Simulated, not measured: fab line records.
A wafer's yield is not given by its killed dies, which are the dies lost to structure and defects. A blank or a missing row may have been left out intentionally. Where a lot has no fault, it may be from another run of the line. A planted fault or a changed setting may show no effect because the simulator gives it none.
What tool caused it? || flow berkeley-cmos170 || 21 wafers from 7 lots sampled at 3 of the route's 331 steps

## WHAT EACH GAUGE READ, for each wafer
UCB170_SDANNEAL_RS_MEAS_04: the measuring method here is four-point-probe.
{"lot": "L637", "measured": "day 6 22:22", "on": "film-metro-02", "PLDD_RS (ohm/sq)": "1032.2 1029.3 1032.7"}
{"lot": "L642", "measured": "day 7 21:25", "on": "film-metro-02", "PLDD_RS (ohm/sq)": "1099.2 1095.5 1098.0"}
{"lot": "L646", "measured": "day 9 02:56", "on": "film-metro-02", "PLDD_RS (ohm/sq)": "1037.5 1032.7 1033.5"}
{"lot": "L649", "measured": "day 9 12:44", "on": "film-metro-03", "PLDD_RS (ohm/sq)": "1029.8 1032.9 1032.4"}
{"lot": "L652", "measured": "day 10 01:22", "on": "film-metro-03", "PLDD_RS (ohm/sq)": "1033.0 1035.6 1033.8"}
{"lot": "L654", "measured": "day 10 07:11", "on": "film-metro-01", "PLDD_RS (ohm/sq)": "1031.9 1030.3 1032.5"}
{"lot": "L659", "measured": "day 11 17:40", "on": "film-metro-01", "PLDD_RS (ohm/sq)": "1030.7 1033.1 1031.2"}

## WHAT TOOL EACH LOT RAN ON (gives the tool, then ch and the chambers of the sampled wafers, and finally the start)
{"lot": "L637", "UCB170_SPACER_ANNEAL_02": "furnace-01 ch 0, day 6 16:10", "UCB170_SPACER_ETCHBACK_03": "rie-diel-02 ch 0,1,2, day 6 17:40"}
{"lot": "L642", "UCB170_SPACER_ANNEAL_02": "furnace-01 ch 0, day 7 14:22", "UCB170_SPACER_ETCHBACK_03": "rie-diel-01 ch 0,1,3, day 7 15:52"}
{"lot": "L646", "UCB170_SPACER_ANNEAL_02": "furnace-03 ch 0, day 8 19:58", "UCB170_SPACER_ETCHBACK_03": "rie-diel-02 ch 0,1, day 8 21:28"}
{"lot": "L649", "UCB170_SPACER_ANNEAL_02": "furnace-02 ch 0, day 9 03:13", "UCB170_SPACER_ETCHBACK_03": "rie-diel-01 ch 1,2,3, day 9 04:43"}
{"lot": "L652", "UCB170_SPACER_ANNEAL_02": "furnace-03 ch 0, day 9 18:17", "UCB170_SPACER_ETCHBACK_03": "rie-diel-02 ch 0,1,3, day 9 19:47"}
{"lot": "L654", "UCB170_SPACER_ANNEAL_02": "furnace-03 ch 0, day 9 23:58", "UCB170_SPACER_ETCHBACK_03": "rie-diel-02 ch 2,3, day 10 01:28"}
{"lot": "L659", "UCB170_SPACER_ANNEAL_02": "furnace-02 ch 0, day 11 08:58", "UCB170_SPACER_ETCHBACK_03": "rie-diel-04 ch 0,1,2, day 11 10:31"}
- UCB170_SPACER_ANNEAL_02: time 1800 s.
- UCB170_SPACER_ETCHBACK_03: etches SiO2 in CHF3/CF4/Ar, stops on Si, target depth 376 nm, time 100 s.

## THE ANSWER, worked out from the rows above alone
Rule: usual is defined by the lots themselves. Put in order of their means at a reading, lots are off if they are a third of the lots or fewer, leave a main group of 4 or more, and stand apart from it by a gap of 3 or more times the standard deviation of the main group's means; of several such gaps the widest counts. If all means in a main group match to the digits the tables above print for the reading, that group is not used. A lot without any number at a reading at which 4 lots or more have one is off too. Where the step has rows for the other lots, those lots are counted as sound.
Off: L642, seen at UCB170_SDANNEAL_RS_MEAS_04 (PLDD_RS). For the main group the mean is 1032.5 ohm/sq and the standard deviation 1.3.
A tool fits if, at a process step before that reading, it ran every lot that is off, and no sound lot after the first of them. Gauges at UCB170_SDANNEAL_RS_MEAS_04: tried the same way as those tools. One candidate fits, namely furnace-01 at UCB170_SPACER_ANNEAL_02. Its last sound lot is L637 (day 6 16:10), its first lot that is off L642 (day 7 14:22): a fault that began between those two fits.

## WHAT THE SIMULATOR HAD INSERTED
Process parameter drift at UCB170_SPACER_ANNEAL_02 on furnace-01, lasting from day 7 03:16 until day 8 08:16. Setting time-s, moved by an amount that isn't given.
Struck lots among those shown: L642. Same finding as the rule above.
